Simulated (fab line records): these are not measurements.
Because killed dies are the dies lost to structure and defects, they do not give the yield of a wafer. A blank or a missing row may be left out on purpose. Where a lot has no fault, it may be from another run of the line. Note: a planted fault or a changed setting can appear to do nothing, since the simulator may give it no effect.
Struck lot and sound lot, side by side / flow rit cmos / 16 out of 202 route steps
Sound: these wafers, L648.2, L648.3, L648.4. The struck wafers were L644.1, L644.3, L644.6. The cause is given at the end.
At each step with rows: each side's tool, then ch and its chambers, then its first start. Under that, the readings that differ: sound wafers / struck wafers / difference of the means / sigmas: that difference in standard deviations of wafers without a fault.
alike: readings with means less than 2 such deviations apart, plus words and numbers identical on both sides. not compared: withheld readings, readings lacking a value on some wafer, bounds such as >300 that could conceal the same value, and numbers that have no deviation in the record and whose values overlap.
The two part at a step that has a row with sigmas, a row that says differs or no value, or rows on one side only. Numbers that don't overlap but have no deviation are shown without sigmas and don't part them. A reading that every wafer of one side lacks parts them only if that side has two wafers or more.

RIT_GATE_THK_MEAS_07:
  sound: film metro-04 at day 5 18:37; struck: film metro-01 at day 4 20:53
  alike: GATE_OXIDE_THK
then, 1 step without rows for these wafers: RIT_GATE_CVD_08 (deposits poly-Si from SiH4, target thk 250 nm, time 2220 s).
RIT_GATE_THK_MEAS_09:
  sound: film metro-04 at day 5 21:17; struck: film metro-02 at day 4 22:46
  alike: GATE_POLY_THK
then, 6 steps without rows for these wafers: RIT_GATE_HMDS_10 (prime time 60 s); RIT_GATE_COAT_11 (resist thk 850 nm); RIT_GATE_SOFTBAKE_12 (time 60 s); RIT_GATE_EXPOSE_13 (exposes mask M6, target cd 150 nm); RIT_GATE_PEB_14; RIT_GATE_DEVELOP_15 (develop time 51.25 s).
RIT_GATE_CD_MEAS_16 targets a cd of 150 nm.
  sound: cd sem-02 at day 5 22:38; struck: cd sem-01 at day 4 23:42
  alike: cd nm
RIT_GATE_OVL_MEAS_17:
  sound: overlay-01 at day 5 22:44; struck: overlay-02 at day 4 23:49
reading=GATE_OVL (nm); sound=4.5 4.3 4.0; struck=0.2 0.8 -0.7; difference=-4.2; sigmas=-3
then, 1 step without rows for these wafers: RIT_GATE_HARDBAKE_18 (time 60 s).
RIT_GATE_ETCH_19: etches poly-Si in SF6/CHF3/O2, stops on SiO2, time 165 s, target depth 312.5 nm.
  sound on rie si-01 ch 1,2,3, day 5 23:01; struck on rie si-01 ch 0,2, day 5 00:00
  no value came back on the struck wafers for any of 6 readings (CHF3_flow_sccm (sccm), O2_flow_sccm (sccm) and others); on the sound wafers CHF3_flow_sccm (sccm) reads 30.06 29.95 30.01
reading=model.NOVOLAK_of_GATE_COAT_11.thk nm (nm); sound=668.5 671.8 671; struck=753.8 751.4 750.9; difference=+81.6; sigmas=
reading=model.SiO2_of_FOX2_OXIDATION_00.thk nm (nm); sound=249.5 244.5 244.1; struck=259.4 257.9 254.9; difference=+11.4; sigmas=
RIT_GATE_STRIP_20: strips in O2, time 180 s.
  sound on plasma asher-02 ch 0,1, day 5 23:08; struck on plasma asher-01 ch 0,1, day 5 00:07
  alike: drypump motor current A
  not compared: rf hours counter h
RIT_GATE_CD_MEAS_90 targets a cd of 150 nm.
  sound: cd sem-02 at day 5 23:19; struck: cd sem-02 at day 5 00:17
reading=cd nm (nm); sound=154 155 152; struck=- - -; difference=no value on the struck wafers; sigmas=
RIT_M1_PROBE_99:
  sound: prober-02 at day 6 19:04; struck: prober-02 at day 5 23:51
reading=killed at front end; sound=6 2 6; struck=264 264 264; difference=+259; sigmas=+79
reading=killed dies; sound=6 2 6; struck=264 264 264; difference=+259; sigmas=+79
reading=killed on rim; sound=2 1 2; struck=70 70 70; difference=+68; sigmas=+49
  alike: killed open, killed short

== WHERE THEY PART ==
At RIT_GATE_OVL_MEAS_17 first; at RIT_M1_PROBE_99 last (within this record only).

WHY: what the simulator had put in
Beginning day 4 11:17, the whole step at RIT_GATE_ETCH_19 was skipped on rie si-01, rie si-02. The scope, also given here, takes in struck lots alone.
